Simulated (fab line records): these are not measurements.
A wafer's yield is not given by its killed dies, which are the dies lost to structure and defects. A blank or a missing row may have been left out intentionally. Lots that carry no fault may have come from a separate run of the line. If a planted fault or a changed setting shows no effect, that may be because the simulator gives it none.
fab line records | flow rit_cmos
[record] lots = 15 | wafers = 45 | last_day = 7
route steps=202 shown ACTIVE@2 PWELL@45 FOX2@80 GATE@85 M1@202
lots that met no fault: taken from a fault-free run of the same line
start_h: hours from the record's opening day to when the first of the lot's shown wafers began | wait_h: hours since the lot's step before | " as in the row above | L1.1+2: one row covering several wafers at once | - either no value or no given start | * or withheld: withheld | < > ~ a bound
route shown NAME@n: NAME is a module with steps in the file, n the number in the route of the first one | usual: average and standard deviation across the fault-free wafers | same: alike in all rows | chamber/n: place in a boat | sites: per-site readings | _std_site: how widely they spread, as a standard deviation | _edge_site: inner sites' mean taken away from outer sites' mean | radius_mm: how far each site lies from the wafer's centre | mask NAME#n: copy n | behind: the most recent tool/chamber to have shaped the wafer | hold: why the lot went on hold/how many hours it stayed there/how the hold came to an end | device: whichever transistor did not switch (one of n, p or np) | end of line: the route-end tests of the same wafers | for a step that has no rows: nothing shown but its recipe | killed: at the first sort, the dies lost to defects and structure; wafer yield is something else | map: the dies of a wafer, with x for killed, . for not killed, _ for no die there
set.NAME: the setting that was run; set.NAME@STEP: the one run at that earlier step | model.NAME: the simulator's own value behind a step, which no gauge read
the route's steps for a sample of lots (tables are steps, rows are wafers)
services: the hour from which a tool's chamber was out of use, counted from the record's first day as start_h (under 0 if before that day), plus the number of hours and why
[[steps]]
[step RIT_ACTIVE_OXIDATION_01]
[recipe] temp_c = 1000 | ambient = O2 | target_thk_a = 468 | ox_time_s = 3360
[usual] zone_power_load_pct = 37.2/1.4
lot.wafer | tool       | chamber | start_h | wait_h | zone_power_load_pct
L862.2    | furnace-04 | 0       | 10.94   | 0.9    | 37.7
L862.5    | "          | 0       | "       | "      | 39.4
L862.6    | "          | 0       | "       | "      | 38.9
L864.1    | furnace-04 | 0       | 23.27   | 3.3    | 39.1
L864.2    | "          | 0       | "       | "      | 39.0
L864.3    | "          | 0       | "       | "      | 38.4
L865.2    | furnace-03 | 0       | 27.41   | 2.4    | 36.4
L865.3    | "          | 0       | "       | "      | 36.3
L865.5    | "          | 0       | "       | "      | 35.5
L866.1    | furnace-03 | 0       | 30.66   | 0.6    | 35.3
L866.2    | "          | 0       | "       | "      | 36.3
L866.5    | "          | 0       | "       | "      | 36.3
L867.2    | furnace-04 | 0       | 38.38   | 3.3    | 39.4
L867.4    | "          | 0       | "       | "      | 38.9
L867.6    | "          | 0       | "       | "      | 38.2
L868.3    | furnace-04 | 0       | 41.39   | 1.3    | 39.6
L868.4    | "          | 0       | "       | "      | 38.6
L868.5    | "          | 0       | "       | "      | 39.8
L871.1    | furnace-04 | 0       | 56.12   | 1.1    | 39.1
L871.3    | "          | 0       | "       | "      | 39.4
L871.4    | "          | 0       | "       | "      | 38.9
L874.1    | furnace-03 | 0       | 70.17   | 0.2    | 36.4
L874.2    | "          | 0       | "       | "      | 36.7
L874.6    | "          | 0       | "       | "      | 36.3
L876.1    | furnace-03 | 0       | 80.91   | 0.9    | 35.8
L876.2    | "          | 0       | "       | "      | 36.0
L876.6    | "          | 0       | "       | "      | 35.8
L877.1    | furnace-03 | 0       | 89.16   | 4.1    | 35.4
L877.3    | "          | 0       | "       | "      | 36.0
L877.4    | "          | 0       | "       | "      | 35.4
L878.2    | furnace-03 | 0       | 93.48   | 3.4    | 35.9
L878.4    | "          | 0       | "       | "      | 35.9
L878.6    | "          | 0       | "       | "      | 36.3
L880.3    | furnace-03 | 0       | 103.39  | 3.3    | 36.0
L880.4    | "          | 0       | "       | "      | 36.5
L880.5    | "          | 0       | "       | "      | 36.3
L881.1    | furnace-03 | 0       | 108.12  | 3.1    | 35.4
L881.3    | "          | 0       | "       | "      | 35.5
L881.5    | "          | 0       | "       | "      | 35.9
L882.2    | furnace-03 | 0       | 112.68  | 2.6    | 35.5
L882.3    | "          | 0       | "       | "      | 35.7
L882.5    | "          | 0       | "       | "      | 35.9
L884.1    | furnace-03 | 0       | 121.06  | 1.0    | 35.5
L884.3    | "          | 0       | "       | "      | 35.6
L884.4    | "          | 0       | "       | "      | 36.1
[step RIT_ACTIVE_THK_MEAS_02]
[recipe] reads = SiO2_of_ACTIVE_OXIDATION_01
[usual] ACTIVE_OXIDE_THK = 47.0/0.84
lot.wafer | tool          | chamber | start_h | wait_h | ACTIVE_OXIDE_THK[nm]
L862.2    | film_metro-02 | -       | 12.89   | 0.0    | 47.3
L862.5    | "             | -       | "       | "      | 47.1
L862.6    | "             | -       | "       | "      | 47.8
L864.1    | film_metro-03 | -       | 25.21   | 0.0    | 47.0
L864.2    | "             | -       | "       | "      | 46.2
L864.3    | "             | -       | "       | "      | 46.1
L865.2    | film_metro-03 | -       | 29.35   | 0.0    | 47.7
L865.3    | "             | -       | "       | "      | 47.7
L865.5    | "             | -       | "       | "      | 48.0
L866.1    | film_metro-02 | -       | 32.59   | 0.0    | 46.9
L866.2    | "             | -       | "       | "      | 46.6
L866.5    | "             | -       | "       | "      | 47.4
L867.2    | film_metro-02 | -       | 40.32   | 0.0    | 27.8
L867.4    | "             | -       | "       | "      | 27.9
L867.6    | "             | -       | "       | "      | 27.6
L868.3    | film_metro-04 | -       | 43.34   | 0.0    | 29.4
L868.4    | "             | -       | "       | "      | 28.7
L868.5    | "             | -       | "       | "      | 29.0
L871.1    | film_metro-03 | -       | 58.06   | 0.0    | 29.8
L871.3    | "             | -       | "       | "      | 28.5
L871.4    | "             | -       | "       | "      | 29.0
L874.1    | film_metro-04 | -       | 72.11   | 0.0    | 46.6
L874.2    | "             | -       | "       | "      | 46.5
L874.6    | "             | -       | "       | "      | 46.4
L876.1    | film_metro-04 | -       | 82.85   | 0.0    | 47.3
L876.2    | "             | -       | "       | "      | 48.3
L876.6    | "             | -       | "       | "      | 48.1
L877.1    | film_metro-03 | -       | 91.09   | 0.0    | 47.4
L877.3    | "             | -       | "       | "      | 46.8
L877.4    | "             | -       | "       | "      | 47.7
L878.2    | film_metro-03 | -       | 95.42   | 0.0    | 46.9
L878.4    | "             | -       | "       | "      | 47.2
L878.6    | "             | -       | "       | "      | 47.5
L880.3    | film_metro-02 | -       | 105.34  | 0.0    | 46.9
L880.4    | "             | -       | "       | "      | 46.1
L880.5    | "             | -       | "       | "      | 46.9
L881.1    | film_metro-03 | -       | 110.06  | 0.0    | 45.8
L881.3    | "             | -       | "       | "      | 45.9
L881.5    | "             | -       | "       | "      | 46.0
L882.2    | film_metro-02 | -       | 114.63  | 0.0    | 46.7
L882.3    | "             | -       | "       | "      | 46.9
L882.5    | "             | -       | "       | "      | 47.5
L884.1    | film_metro-04 | -       | 122.99  | 0.0    | 48.8
L884.3    | "             | -       | "       | "      | 47.8
L884.4    | "             | -       | "       | "      | 47.4
[step RIT_PWELL_OVL_MEAS_06]
[usual] PWELL_OVL = 0.8/1.3
lot.wafer | tool       | chamber | start_h | wait_h | PWELL_OVL[nm]
L862.2    | overlay-02 | -       | 25.97   | -      | 0.6
L862.5    | "          | -       | "       | "      | 1.9
L862.6    | "          | -       | "       | "      | 1.0
L864.1    | overlay-01 | -       | 36.06   | -      | -0.2
L864.2    | "          | -       | "       | "      | -1.0
L864.3    | "          | -       | "       | "      | 2.2
L865.2    | overlay-02 | -       | 41.22   | -      | -0.9
L865.3    | "          | -       | "       | "      | -0.8
L865.5    | "          | -       | "       | "      | -0.2
L866.1    | overlay-02 | -       | 47.60   | -      | 2.5
L866.2    | "          | -       | "       | "      | 1.4
L866.5    | "          | -       | "       | "      | 0.3
L867.2    | overlay-02 | -       | 50.19   | -      | 2.1
L867.4    | "          | -       | "       | "      | 4.1
L867.6    | "          | -       | "       | "      | 2.1
L868.3    | overlay-02 | -       | 54.32   | -      | 0.4
L868.4    | "          | -       | "       | "      | 0.1
L868.5    | "          | -       | "       | "      | 3.5
L871.1    | overlay-02 | -       | 70.31   | -      | -0.3
L871.3    | "          | -       | "       | "      | 1.5
L871.4    | "          | -       | "       | "      | -1.1
L874.1    | overlay-02 | -       | 87.74   | -      | -0.4
L874.2    | "          | -       | "       | "      | -0.6
L874.6    | "          | -       | "       | "      | 2.2
L876.1    | overlay-01 | -       | 98.16   | -      | -0.5
L876.2    | "          | -       | "       | "      | 0.7
L876.6    | "          | -       | "       | "      | 0.6
L877.1    | overlay-01 | -       | 103.24  | -      | 1.7
L877.3    | "          | -       | "       | "      | -0.3
L877.4    | "          | -       | "       | "      | 0.2
L878.2    | overlay-01 | -       | 108.73  | -      | 1.4
L878.4    | "          | -       | "       | "      | 0.2
L878.6    | "          | -       | "       | "      | 1.9
L880.3    | overlay-01 | -       | 120.48  | -      | -2.3
L880.4    | "          | -       | "       | "      | 0.0
L880.5    | "          | -       | "       | "      | -0.9
L881.1    | overlay-01 | -       | 124.30  | -      | 1.8
L881.3    | "          | -       | "       | "      | 2.3
L881.5    | "          | -       | "       | "      | 3.9
L882.2    | overlay-01 | -       | 124.69  | -      | 0.2
L882.3    | "          | -       | "       | "      | 1.2
L882.5    | "          | -       | "       | "      | 0.3
L884.1    | overlay-02 | -       | 138.33  | -      | -0.8
L884.3    | "          | -       | "       | "      | 0.0
L884.4    | "          | -       | "       | "      | 0.9
[step RIT_FOX2_THK_MEAS_91]
[recipe] reads = SiO2_of_FOX2_OXIDATION_00
[usual] FIELD_OXIDE_LEFT_2_THK = 255/7.8
lot.wafer | tool          | chamber | start_h | wait_h | FIELD_OXIDE_LEFT_2_THK[nm]
L862.2    | film_metro-03 | -       | 36.57   | 0.0    | 261
L862.5    | "             | -       | "       | "      | 259
L862.6    | "             | -       | "       | "      | 259
L864.1    | film_metro-01 | -       | 47.13   | 0.0    | 245
L864.2    | "             | -       | "       | "      | 255
L864.3    | "             | -       | "       | "      | 249
L865.2    | film_metro-01 | -       | 52.64   | 0.0    | 254
L865.3    | "             | -       | "       | "      | 254
L865.5    | "             | -       | "       | "      | 255
L866.1    | film_metro-01 | -       | 57.68   | 0.0    | 240
L866.2    | "             | -       | "       | "      | 245
L866.5    | "             | -       | "       | "      | 244
L867.2    | film_metro-01 | -       | 61.27   | 0.0    | 262
L867.4    | "             | -       | "       | "      | 265
L867.6    | "             | -       | "       | "      | 262
L868.3    | film_metro-03 | -       | 64.36   | 0.0    | 254
L868.4    | "             | -       | "       | "      | 247
L868.5    | "             | -       | "       | "      | 253
L871.1    | film_metro-01 | -       | 80.11   | 0.0    | 253
L871.3    | "             | -       | "       | "      | 259
L871.4    | "             | -       | "       | "      | 254
L874.1    | film_metro-01 | -       | 100.82  | 0.0    | 249
L874.2    | "             | -       | "       | "      | 252
L874.6    | "             | -       | "       | "      | 250
L876.1    | film_metro-04 | -       | 107.83  | 0.0    | 260
L876.2    | "             | -       | "       | "      | 261
L876.6    | "             | -       | "       | "      | 261
L877.1    | film_metro-03 | -       | 114.97  | 0.0    | 251
L877.3    | "             | -       | "       | "      | 248
L877.4    | "             | -       | "       | "      | 255
L878.2    | film_metro-03 | -       | 121.33  | 0.0    | 246
L878.4    | "             | -       | "       | "      | 253
L878.6    | "             | -       | "       | "      | 248
L880.3    | film_metro-01 | -       | 132.01  | 0.0    | 249
L880.4    | "             | -       | "       | "      | 247
L880.5    | "             | -       | "       | "      | 245
L881.1    | film_metro-03 | -       | 135.31  | 0.0    | 261
L881.3    | "             | -       | "       | "      | 259
L881.5    | "             | -       | "       | "      | 262
L882.2    | film_metro-03 | -       | 135.78  | 0.0    | 265
L882.3    | "             | -       | "       | "      | 272
L882.5    | "             | -       | "       | "      | 273
L884.1    | film_metro-04 | -       | 149.72  | 0.0    | 249
L884.3    | "             | -       | "       | "      | 255
L884.4    | "             | -       | "       | "      | 245
[step RIT_GATE_THK_MEAS_09]
[recipe] reads = poly-Si_of_GATE_CVD_08
[usual] GATE_POLY_THK = 250.4/2.2
lot.wafer | tool          | chamber | start_h | wait_h | GATE_POLY_THK[nm]
L862.2    | film_metro-03 | -       | 45.31   | 0.0    | 247.9
L862.5    | "             | -       | "       | "      | 248.1
L862.6    | "             | -       | "       | "      | 249.4
L864.1    | film_metro-01 | -       | 50.33   | 0.0    | 248.9
L864.2    | "             | -       | "       | "      | 248.6
L864.3    | "             | -       | "       | "      | 249.9
L865.2    | film_metro-03 | -       | 59.21   | 0.0    | 252.0
L865.3    | "             | -       | "       | "      | 253.3
L865.5    | "             | -       | "       | "      | 252.9
L866.1    | film_metro-01 | -       | 62.73   | 0.0    | 250.5
L866.2    | "             | -       | "       | "      | 250.6
L866.5    | "             | -       | "       | "      | 251.2
L867.2    | film_metro-01 | -       | 65.80   | 0.0    | 254.7
L867.4    | "             | -       | "       | "      | 254.2
L867.6    | "             | -       | "       | "      | 250.9
L868.3    | film_metro-01 | -       | 69.23   | 0.0    | 246.1
L868.4    | "             | -       | "       | "      | 248.0
L868.5    | "             | -       | "       | "      | 246.8
L871.1    | film_metro-01 | -       | 90.83   | 0.0    | 252.6
L871.3    | "             | -       | "       | "      | 250.2
L871.4    | "             | -       | "       | "      | 251.9
L874.1    | film_metro-04 | -       | 109.80  | 0.0    | 247.3
L874.2    | "             | -       | "       | "      | 247.6
L874.6    | "             | -       | "       | "      | 251.0
L876.1    | film_metro-04 | -       | 117.97  | 0.0    | 253.3
L876.2    | "             | -       | "       | "      | 253.5
L876.6    | "             | -       | "       | "      | 252.1
L877.1    | film_metro-01 | -       | 121.91  | 0.0    | 248.0
L877.3    | "             | -       | "       | "      | 246.6
L877.4    | "             | -       | "       | "      | 247.5
L878.2    | film_metro-01 | -       | 126.54  | 0.0    | 248.3
L878.4    | "             | -       | "       | "      | 247.4
L878.6    | "             | -       | "       | "      | 248.3
L880.3    | film_metro-03 | -       | 136.82  | 0.0    | 251.2
L880.4    | "             | -       | "       | "      | 252.4
L880.5    | "             | -       | "       | "      | 254.7
L881.1    | film_metro-01 | -       | 140.15  | 0.0    | 246.5
L881.3    | "             | -       | "       | "      | 246.3
L881.5    | "             | -       | "       | "      | 249.9
L882.2    | film_metro-03 | -       | 140.16  | 0.0    | 248.2
L882.3    | "             | -       | "       | "      | 250.2
L882.5    | "             | -       | "       | "      | 249.0
L884.1    | film_metro-01 | -       | 153.32  | 0.0    | 250.5
L884.3    | "             | -       | "       | "      | 249.3
L884.4    | "             | -       | "       | "      | 248.4
[step RIT_M1_PROBE_99]
[usual] killed_at_contacts = 0.1/0.25 | killed_at_front_end = 7/3.2 | killed_dies = 7/3.2 | killed_open = 3.5/2.2 | killed_short = 3.6/2.1
[same] gross_dies = 264 | killed_at_M0_to_M3 = 0 | killed_at_M4_up = 0 | killed_at_back_side = 0 | killed_at_other = 0
lot.wafer | tool      | chamber | start_h | wait_h | killed_at_contacts | killed_at_front_end | killed_dies | killed_open | killed_short
L862.2    | prober-02 | -       | 67.38   | 0.1    | 0                  | 6                   | 6           | 6           | 0
L862.5    | prober-02 | -       | 67.53   | 0.2    | 0                  | 10                  | 10          | 1           | 9
L862.6    | prober-02 | -       | 67.58   | 0.2    | 0                  | 6                   | 6           | 3           | 3
L864.1    | prober-02 | -       | 74.31   | 0.1    | 0                  | 1                   | 1           | 0           | 1
L864.2    | prober-02 | -       | 74.36   | 0.1    | 0                  | 10                  | 10          | 4           | 6
L864.3    | prober-02 | -       | 74.41   | 0.2    | 0                  | 6                   | 6           | 1           | 5
L865.2    | prober-01 | -       | 80.51   | 0.1    | 0                  | 9                   | 9           | 4           | 5
L865.3    | prober-01 | -       | 80.56   | 0.2    | 0                  | 5                   | 5           | 4           | 1
L865.5    | prober-01 | -       | 80.66   | 0.2    | 0                  | 8                   | 8           | 7           | 1
L866.1    | prober-02 | -       | 83.98   | 0.1    | 0                  | 7                   | 7           | 4           | 3
L866.2    | prober-02 | -       | 84.03   | 0.1    | 0                  | 6                   | 6           | 3           | 3
L866.5    | prober-02 | -       | 84.18   | 0.2    | 0                  | 9                   | 9           | 6           | 3
L867.2    | prober-01 | -       | 88.15   | 0.1    | 0                  | 7                   | 7           | 3           | 4
L867.4    | prober-01 | -       | 88.25   | 0.2    | 0                  | 8                   | 8           | 3           | 5
L867.6    | prober-01 | -       | 88.35   | 0.2    | 0                  | 6                   | 6           | 4           | 2
L868.3    | prober-02 | -       | 90.86   | 0.2    | 1                  | 5                   | 6           | 2           | 4
L868.4    | prober-02 | -       | 90.91   | 0.2    | 0                  | 13                  | 13          | 9           | 4
L868.5    | prober-02 | -       | 90.96   | 0.2    | 0                  | 8                   | 8           | 6           | 2
L871.1    | prober-01 | -       | 114.53  | 0.1    | 0                  | 12                  | 12          | 6           | 6
L871.3    | prober-01 | -       | 114.63  | 0.2    | 0                  | 4                   | 4           | 2           | 2
L871.4    | prober-01 | -       | 114.68  | 0.2    | 0                  | 11                  | 11          | 6           | 5
L874.1    | prober-02 | -       | 134.85  | 0.1    | 0                  | 5                   | 5           | 0           | 5
L874.2    | prober-02 | -       | 134.90  | 0.1    | 0                  | 10                  | 10          | 4           | 6
L874.6    | prober-02 | -       | 135.10  | 0.2    | 0                  | 7                   | 7           | 4           | 3
L876.1    | prober-02 | -       | 141.76  | 0.1    | 0                  | 10                  | 10          | 7           | 3
L876.2    | prober-02 | -       | 141.81  | 0.1    | 1                  | 5                   | 6           | 4           | 2
L876.6    | prober-02 | -       | 142.01  | 0.2    | 0                  | 7                   | 7           | 5           | 2
L877.1    | prober-01 | -       | 143.50  | 0.1    | 0                  | 7                   | 7           | 4           | 3
L877.3    | prober-01 | -       | 143.60  | 0.2    | 0                  | 8                   | 8           | 3           | 5
L877.4    | prober-01 | -       | 143.65  | 0.2    | 0                  | 9                   | 9           | 5           | 4
L878.2    | prober-02 | -       | 151.27  | 0.1    | 0                  | 8                   | 8           | 6           | 2
L878.4    | prober-02 | -       | 151.37  | 0.2    | 0                  | 16                  | 16          | 8           | 8
L878.6    | prober-02 | -       | 151.47  | 0.2    | 0                  | 11                  | 11          | 4           | 7
L880.3    | prober-02 | -       | 160.01  | 0.2    | 0                  | 3                   | 3           | 2           | 1
L880.4    | prober-02 | -       | 160.06  | 0.2    | 0                  | 9                   | 9           | 5           | 4
L880.5    | prober-02 | -       | 160.11  | 0.2    | 0                  | 10                  | 10          | 4           | 6
L882.2    | prober-01 | -       | 163.32  | 0.1    | 0                  | 14                  | 14          | 7           | 7
L882.3    | prober-01 | -       | 163.37  | 0.2    | 0                  | 10                  | 10          | 3           | 7
L882.5    | prober-01 | -       | 163.47  | 0.2    | 0                  | 8                   | 8           | 6           | 2
L881.1    | prober-02 | -       | 164.77  | 0.1    | 0                  | 6                   | 6           | 3           | 3
L881.3    | prober-02 | -       | 164.87  | 0.2    | 0                  | 5                   | 5           | 2           | 3
L881.5    | prober-02 | -       | 164.97  | 0.2    | 0                  | 3                   | 3           | 0           | 3
L884.1    | prober-02 | -       | 175.85  | 0.1    | 0                  | 7                   | 7           | 4           | 3
L884.3    | prober-02 | -       | 175.95  | 0.2    | 0                  | 5                   | 5           | 3           | 2
L884.4    | prober-02 | -       | 176.00  | 0.2    | 0                  | 10                  | 10          | 6           | 4
// killed by level:class
L862.2 FOX1:geometric_particle:open=3 GATE:geometric_particle:open=2 FOX2:geometric_particle:open=1
L862.5 GATE:geometric_particle:short=6 SPACER:geometric_particle:short=2 REOX:geometric_particle:short=1 REOX:geometric_particle:open=1
L862.6 GATE:geometric_particle:open=2 GATE:geometric_particle:short=2 SPACER:geometric_particle:open=1 SPACER:geometric_particle:short=1
L864.1 GATE:geometric_particle:short=1
L864.2 GATE:geometric_particle:short=5 SPACER:geometric_particle:open=2 FOX2:geometric_particle:open=1 GATE:geometric_particle:open=1 REOX:geometric_particle:short=1
L864.3 SPACER:geometric_particle:short=3 GATE:geometric_particle:short=1 REOX:geometric_particle:short=1 SPACER:geometric_particle:open=1
L865.2 FOX1:geometric_particle:short=2 GATE:geometric_particle:short=2 FOX1:geometric_particle:open=1 FOX2:geometric_particle:open=1 GATE:geometric_particle:open=1 SPACER:geometric_particle:short=1 SILICIDE:geometric_particle:open=1
L865.3 GATE:geometric_particle:open=3 FOX1:geometric_particle:short=1 REOX:geometric_particle:open=1
L865.5 FOX1:geometric_particle:open=4 FOX1:geometric_particle:short=1 FOX2:geometric_particle:open=1 GATE:geometric_particle:open=1 SILICIDE:geometric_particle:open=1
L866.1 FOX1:geometric_particle:short=2 FOX1:geometric_particle:open=2 GATE:geometric_particle:open=2 GATE:geometric_particle:short=1
L866.2 FOX1:geometric_particle:short=2 GATE:geometric_particle:open=1 GATE:geometric_particle:short=1 REOX:geometric_particle:open=1 SPACER:geometric_particle:open=1
L866.5 GATE:geometric_particle:open=5 GATE:geometric_particle:short=2 FOX1:geometric_particle:short=1 FOX1:geometric_particle:open=1
L867.2 FOX1:geometric_particle:short=2 FOX1:geometric_particle:open=1 GATE:geometric_particle:open=1 GATE:geometric_particle:short=1 SILICIDE:geometric_particle:open=1 SILICIDE:geometric_particle:short=1
L867.4 REOX:geometric_particle:open=2 SPACER:geometric_particle:short=2 FOX1:geometric_particle:short=1 REOX:geometric_particle:short=1 SPACER:geometric_particle:open=1 SILICIDE:geometric_particle:short=1
L867.6 GATE:geometric_particle:short=2 GATE:geometric_particle:open=2 SPACER:geometric_particle:open=2
L868.3 GATE:geometric_particle:short=2 REOX:geometric_particle:open=2 REOX:geometric_particle:short=1 CONTACT:geometric_particle:short=1
L868.4 GATE:geometric_particle:open=7 FOX2:geometric_particle:open=2 GATE:geometric_particle:short=2 FOX1:geometric_particle:short=1 FOX2:geometric_particle:short=1
L868.5 GATE:geometric_particle:open=4 FOX2:geometric_particle:open=2 SILICIDE:geometric_particle:short=2
L871.1 SPACER:geometric_particle:open=3 REOX:geometric_particle:short=2 SPACER:geometric_particle:short=2 SILICIDE:geometric_particle:open=2 ACTIVE:geometric_particle:short=1 GATE:geometric_particle:short=1 REOX:geometric_particle:open=1
L871.3 GATE:geometric_particle:open=2 GATE:geometric_particle:short=1 SPACER:geometric_particle:short=1
L871.4 SPACER:geometric_particle:short=3 SPACER:geometric_particle:open=2 SILICIDE:geometric_particle:open=2 FOX1:geometric_particle:short=1 GATE:geometric_particle:open=1 REOX:geometric_particle:open=1 SILICIDE:geometric_particle:short=1
L874.1 FOX1:geometric_particle:short=3 FOX2:geometric_particle:short=1 REOX:geometric_particle:short=1
L874.2 GATE:geometric_particle:short=3 SILICIDE:geometric_particle:open=2 FOX1:geometric_particle:short=1 FOX2:geometric_particle:short=1 FOX2:geometric_particle:open=1 GATE:geometric_particle:open=1 SPACER:geometric_particle:short=1
L874.6 REOX:geometric_particle:open=3 GATE:geometric_particle:short=2 FOX1:geometric_particle:short=1 SILICIDE:geometric_particle:open=1
L876.1 SILICIDE:geometric_particle:open=3 FOX2:geometric_particle:open=2 GATE:geometric_particle:open=2 FOX1:geometric_particle:short=1 FOX2:geometric_particle:short=1 GATE:geometric_particle:short=1
L876.2 GATE:geometric_particle:short=1 GATE:geometric_particle:open=1 REOX:geometric_particle:open=1 SPACER:geometric_particle:open=1 SILICIDE:geometric_particle:short=1 CONTACT:geometric_particle:open=1
L876.6 SILICIDE:geometric_particle:open=2 FOX1:geometric_particle:open=1 FOX1:geometric_particle:short=1 FOX2:geometric_particle:open=1 GATE:geometric_particle:short=1 SPACER:geometric_particle:open=1
L877.1 GATE:geometric_particle:open=3 FOX1:geometric_particle:short=1 FOX2:geometric_particle:short=1 GATE:geometric_particle:short=1 SPACER:geometric_particle:open=1
L877.3 FOX1:geometric_particle:open=2 SPACER:geometric_particle:short=2 SILICIDE:geometric_particle:short=2 REOX:geometric_particle:short=1 REOX:geometric_particle:open=1
L877.4 FOX2:geometric_particle:short=2 REOX:geometric_particle:open=2 SILICIDE:geometric_particle:open=2 FOX1:geometric_particle:short=1 FOX1:geometric_particle:open=1 REOX:geometric_particle:short=1
L878.2 GATE:geometric_particle:open=4 FOX2:geometric_particle:open=2 SPACER:geometric_particle:short=1 GATE:geometric_particle:short=1
L878.4 GATE:geometric_particle:short=5 SPACER:geometric_particle:short=3 FOX1:geometric_particle:open=2 GATE:geometric_particle:open=2 SPACER:geometric_particle:open=2 REOX:geometric_particle:open=1 SILICIDE:geometric_particle:open=1
L878.6 GATE:geometric_particle:short=3 GATE:geometric_particle:open=3 REOX:geometric_particle:short=3 FOX1:geometric_particle:open=1 SILICIDE:geometric_particle:short=1
L880.3 FOX1:geometric_particle:open=1 GATE:geometric_particle:open=1 GATE:geometric_particle:short=1
L880.4 GATE:geometric_particle:open=2 GATE:geometric_particle:short=2 FOX1:geometric_particle:short=1 FOX1:geometric_particle:open=1 FOX2:geometric_particle:short=1 REOX:geometric_particle:open=1 SPACER:geometric_particle:open=1
L880.5 GATE:geometric_particle:short=4 GATE:geometric_particle:open=2 FOX1:geometric_particle:short=1 FOX1:geometric_particle:open=1 REOX:geometric_particle:open=1 SPACER:geometric_particle:short=1
L882.2 GATE:geometric_particle:open=5 GATE:geometric_particle:short=4 SILICIDE:geometric_particle:short=2 FOX1:geometric_particle:open=1 REOX:geometric_particle:open=1 REOX:geometric_particle:short=1
L882.3 GATE:geometric_particle:short=4 GATE:geometric_particle:open=2 FOX1:geometric_particle:short=1 FOX2:geometric_particle:short=1 SPACER:geometric_particle:short=1 SILICIDE:geometric_particle:open=1
L882.5 GATE:geometric_particle:open=3 SPACER:geometric_particle:open=1 REOX:geometric_particle:short=1 REOX:geometric_particle:open=1 SPACER:geometric_particle:short=1 SILICIDE:geometric_particle:open=1
L881.1 FOX1:geometric_particle:open=2 GATE:geometric_particle:short=2 GATE:geometric_particle:open=1 SILICIDE:geometric_particle:short=1
L881.3 GATE:geometric_particle:short=2 FOX1:geometric_particle:open=1 SILICIDE:geometric_particle:open=1 SILICIDE:geometric_particle:short=1
L881.5 FOX1:geometric_particle:short=2 REOX:geometric_particle:short=1
L884.1 GATE:geometric_particle:short=2 SPACER:geometric_particle:open=2 GATE:geometric_particle:open=1 REOX:geometric_particle:short=1 SILICIDE:geometric_particle:open=1
L884.3 GATE:geometric_particle:open=2 FOX1:geometric_particle:short=1 FOX1:geometric_particle:open=1 GATE:geometric_particle:short=1
L884.4 GATE:geometric_particle:open=3 FOX1:geometric_particle:open=2 GATE:geometric_particle:short=2 REOX:geometric_particle:open=1 REOX:geometric_particle:short=1 SILICIDE:geometric_particle:short=1
[[services]]
tool       | chamber | start_h | hours | kind
furnace-04 | -       | 19.27   | 4.0   | pm
[[key]]
[first_sign] step = RIT_ACTIVE_THK_MEAS_02 | reading = ACTIVE_OXIDE_THK | direction = down | sigmas = 22 | usual = 47.0 | struck = 28.6
effect none on later readings
met_at RIT_ACTIVE_OXIDATION_01
struck_lots L867,L868,L871
tester_left_out L867,L868,L871
not_acting_at RIT_PWELL_OVL_MEAS_06,RIT_FOX2_THK_MEAS_91,RIT_GATE_THK_MEAS_09
[fault] kind = process_parameter_drift | tool = furnace-04 | chamber = - | onset_h = 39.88 | steps = RIT_ACTIVE_OXIDATION_01 | channel = ox_time_s | offset = * | shape = step | end_h = 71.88 | acts_in = * | stated = *
// tester_left_out: of these lots the tester's yield and bins aren't shown, on N5 and GAA mostly nor the transistor test; their killed dies are dies lost to structure and defects alone, not to doping, threshold or leakage, so they don't give the yield
